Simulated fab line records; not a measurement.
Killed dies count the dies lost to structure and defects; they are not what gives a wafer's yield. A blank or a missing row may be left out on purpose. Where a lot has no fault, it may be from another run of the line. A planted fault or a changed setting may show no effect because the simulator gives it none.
Problem report in the 8D (eight disciplines) form, filled by code	flow rit cmos	the parts of the form that need people (team, actions taken, sign-off) are left out

## 1. PROBLEM STATEMENT
PWELL_TW at RIT_PWELL_TW_MEAS_10 reads a mean of 888 on 6 wafers of 2 lots; wafers without a fault read 960 with a standard deviation of 4.9. That puts it -15 standard deviations away from the usual mean.
Earliest sighting: wafer L128.1 on film metro-02 at day 5 04:58. The record has a number at this step for 42 wafers belonging to 14 lots. By rule, "out" or "out of limits" means more than 4 standard deviations away from the usual mean. Any other wafer with a number is counted as sound.

## 2. WHAT IT IS, WHAT IT ISN'T
question	is	is not
which readings at this step	PWELL_TW	-
which lots	L128, L129	L113, L114, L115, L116, L117, L118, L119, L123, L130, L133, L134, L136
which wafers of those lots	all that have a number	-
read on which gauges	film metro-02, film metro-04	film metro-01
when	from day 5 04:58	up to then (24 sound wafers); but 12 sound wafers of L130, L133, L134, L136 came after

## 3. WHAT RULES OUT EACH SUSPECT
Counting: a tool stays on the suspect list if, at a process step up to the reading, it processed all lots that are out and no sound lot following the first of them.
- the gauge at RIT_PWELL_TW_MEAS_10 is ruled out. The wafers that are out were read on 2 gauges (film metro-02, film metro-04).
- implanter-04 at RIT_PWELL_IMPLANT_08: kept. It processed each lot that is out, first L128 at day 5 04:38, and no sound lot thereafter; up to then, the last sound lot it processed was L123 at day 4 02:19. On those wafers its own readings are out: dose ions cm2, faraday current uA.
Remaining after the count: implanter-04 at RIT_PWELL_IMPLANT_08.

## 4. THE CAUSE (what the simulator had put in)
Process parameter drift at RIT_PWELL_IMPLANT_08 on implanter-04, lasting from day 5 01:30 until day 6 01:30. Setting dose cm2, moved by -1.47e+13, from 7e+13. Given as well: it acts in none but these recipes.
Only this tool survived the counting.

## 5. THE CHAIN OF EFFECTS, in route order
Rows list readings where the struck wafers' mean (over those with a number) sits beyond 3 standard deviations from the usual. Scope: only readings with a usual standard deviation given in the record; hours: median across lots of the time from each lot's start at the first step in this table that gives one to its start at this step; sigmas: change in usual standard deviations.
hours	step	reading	usual	on struck wafers	change	sigmas
0	RIT_PWELL_IMPLANT_08	dose ions cm2	6.999e+13	5.533e+13	-1.466e+13	-99 or more
0	RIT_PWELL_IMPLANT_08	faraday current uA	221	178	-43	-9.8
0	RIT_PWELL_TW_MEAS_10	PWELL_TW	960	888	-72	-15
6	RIT_WELLDRIVE_RS_MEAS_02	PWELL_RS	429.3 ohm/sq	497.8	+68.5	+62
The process steps in it:
- RIT_PWELL_IMPLANT_08

## 6. HOW IT WOULD HAVE BEEN CAUGHT EARLIER
The first out-of-limits reading at a measuring or inspecting step in this record came at day 5 04:58, 3 hours after the fault's start at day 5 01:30.
The tool's own readings at RIT_PWELL_IMPLANT_08 were out on every struck wafer that the step has a row for (dose ions cm2, faraday current uA): an alarm limit on them would have fired on the first of those.
Of the lots that are out (2), L129 began RIT_PWELL_IMPLANT_08 on implanter-04 after day 5 04:58. Had the tool been put on hold then, it would have been spared.
